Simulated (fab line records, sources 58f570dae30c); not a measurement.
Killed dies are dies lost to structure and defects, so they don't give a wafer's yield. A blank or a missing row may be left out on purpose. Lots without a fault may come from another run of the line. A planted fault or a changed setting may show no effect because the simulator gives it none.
Which tool did it? | flow berkeley_cmos170 | 14 lots, 42 wafers sampled, at 4 steps of a route of 331

WHAT THE GAUGES READ, wafer by wafer
UCB170_START_BOW_MEAS_00.
lot  | measured    | on            | INCOMING_BOW (um)
L139 | day 1 10:01 | film_metro-03 | 5 -2 11
L140 | day 1 15:01 | film_metro-01 | 3 4 -10
L141 | day 1 20:00 | film_metro-04 | -6 -8 6
L142 | day 2 01:04 | film_metro-04 | -3 1 3
L143 | day 2 06:00 | film_metro-01 | -10 1 -1
L144 | day 2 11:04 | film_metro-01 | -9 -10 7
L152 | day 4 03:00 | film_metro-03 | 0 12 -6
L153 | day 4 08:00 | film_metro-01 | 1 6 -4
L157 | day 5 04:01 | film_metro-03 | -3 -4 0
L158 | day 5 09:00 | film_metro-03 | 1 8 -4
L159 | day 5 14:03 | film_metro-03 | 5 -5 -5
L160 | day 5 19:00 | film_metro-01 | -1 5 -4
L161 | day 6 00:01 | film_metro-04 | -7 2 -8
L162 | day 6 05:01 | film_metro-01 | 7 -4 -3

UCB170_FIELD_THK_MEAS_90.
lot  | measured     | on            | FIELD_OXIDE_LEFT_1_THK (nm)
L139 | day 4 16:46  | film_metro-02 | 435 437 434
L140 | day 4 23:55  | film_metro-02 | 450 449 447
L141 | day 5 09:37  | film_metro-02 | 432 435 427
L142 | day 5 20:55  | film_metro-02 | 447 437 448
L143 | day 5 09:35  | film_metro-01 | 438 448 452
L144 | day 5 20:58  | film_metro-01 | 430 430 432
L157 | day 8 15:23  | film_metro-02 | 442 444 450
L158 | day 9 08:06  | film_metro-01 | 427 441 438
L159 | day 9 08:06  | film_metro-02 | 439 445 449
L160 | day 9 12:02  | film_metro-04 | 444 449 444
L161 | day 10 00:23 | film_metro-02 | 432 437 446
L162 | day 10 00:23 | film_metro-01 | 443 442 438

UCB170_GATE_CD_MEAS_12: target cd 350 nm.
lot  | measured     | on        | cd_nm (nm)
L139 | day 6 04:15  | cd_sem-02 | 349.1 348.2 348.9
L140 | day 6 12:13  | cd_sem-01 | 348.9 348.4 348.3
L141 | day 7 02:26  | cd_sem-02 | 349.2 350.0 349.9
L142 | day 7 08:56  | cd_sem-01 | 347.5 347.3 346.9
L143 | day 7 02:25  | cd_sem-01 | 349.0 351.0 349.7
L144 | day 7 05:40  | cd_sem-02 | 349.5 349.7 349.6
L157 | day 9 20:49  | cd_sem-02 | 351.0 350.6 349.6
L158 | day 10 05:31 | cd_sem-02 | 349.5 349.4 348.5
L159 | day 10 05:50 | cd_sem-02 | 347.3 347.4 347.0
L160 | day 10 09:01 | cd_sem-01 | 351.0 350.0 350.5
L161 | day 11 05:16 | cd_sem-02 | 349.6 348.7 350.3
L162 | day 11 05:11 | cd_sem-01 | 349.0 348.4 350.0

WHICH TOOL RAN EACH LOT (tool, then ch and the chambers of the sampled wafers, then the start)
lot  | UCB170_PWELL_PEB_11
L139 | litho_track-03 ch 0, day 2 22:43
L140 | litho_track-01 ch 0, day 3 04:45
L141 | litho_track-01 ch 0, day 3 15:53
L142 | litho_track-01 ch 0, day 3 16:14
L143 | litho_track-03 ch 0, day 3 16:07
L144 | litho_track-03 ch 0, day 4 00:18
L152 | litho_track-03, day 5 19:13
L153 | litho_track-02, day 6 05:17
L157 | litho_track-03 ch 0, day 6 22:56
L158 | litho_track-02 ch 0, day 7 15:36
L159 | litho_track-01 ch 0, day 7 15:50
L160 | litho_track-01 ch 0, day 7 21:43
L161 | litho_track-01 ch 0, day 7 22:01
L162 | litho_track-03 ch 0, day 7 22:04
- UCB170_PWELL_PEB_11

WHAT THE TOOLS THEMSELVES READ (means of the sampled wafers that have a number; where no wafer has one, the mark that the record gives instead)
UCB170_PWELL_PEB_11.
lot  | tool           | chill_plate_temp_C (C) | exhaust_pa (Pa)
L139 | litho_track-03 | 23.03                  | 44.5
L140 | litho_track-01 | 22.91                  | 44.0
L141 | litho_track-01 | 23.03                  | 44.4
L142 | litho_track-01 | 22.82                  | 44.9
L143 | litho_track-03 | 23.02                  | 44.5
L144 | litho_track-03 | 22.88                  | 46.4
L152 | litho_track-03 | -                      | -
L153 | litho_track-02 | -                      | -
L157 | litho_track-03 | 23.01                  | 44.3
L158 | litho_track-02 | 23.00                  | 44.7
L159 | litho_track-01 | 22.98                  | 45.0
L160 | litho_track-01 | 22.99                  | 46.3
L161 | litho_track-01 | 23.11                  | 44.9
L162 | litho_track-03 | 22.96                  | 45.9

THE ANSWER, worked out from the rows above alone
Rule: what is usual is taken from the lots themselves. Put in order of their means at a reading, lots are off if they are a third of the lots or fewer, leave a main group of 4 or more, and stand apart from it by a gap of 3 or more times the standard deviation of the main group's means; of several such gaps the widest counts. A main group whose means are all the same, to the digits that the tables above print for the reading, isn't used. A lot without any number at a reading at which 4 lots or more have one is off too. The other lots that the step has rows for count as sound. The gauges are gone through in route order, then the tools' own readings, and for those a lot's mean is taken as printed above. The first step at which some lot is off is used, and at that step the reading that is off furthest; a lot without a number counts as furthest.
Off: L152, L153, at UCB170_PWELL_PEB_11 (chill_plate_temp_C). Without a number there: L152, L153. The main group: mean 22.98 C, standard deviation 0.074.
A tool fits if, at that step or a process step before it, it ran every lot that is off, and no sound lot after the first of them. None of those tried fits.

WHAT THE SIMULATOR HAD PUT IN
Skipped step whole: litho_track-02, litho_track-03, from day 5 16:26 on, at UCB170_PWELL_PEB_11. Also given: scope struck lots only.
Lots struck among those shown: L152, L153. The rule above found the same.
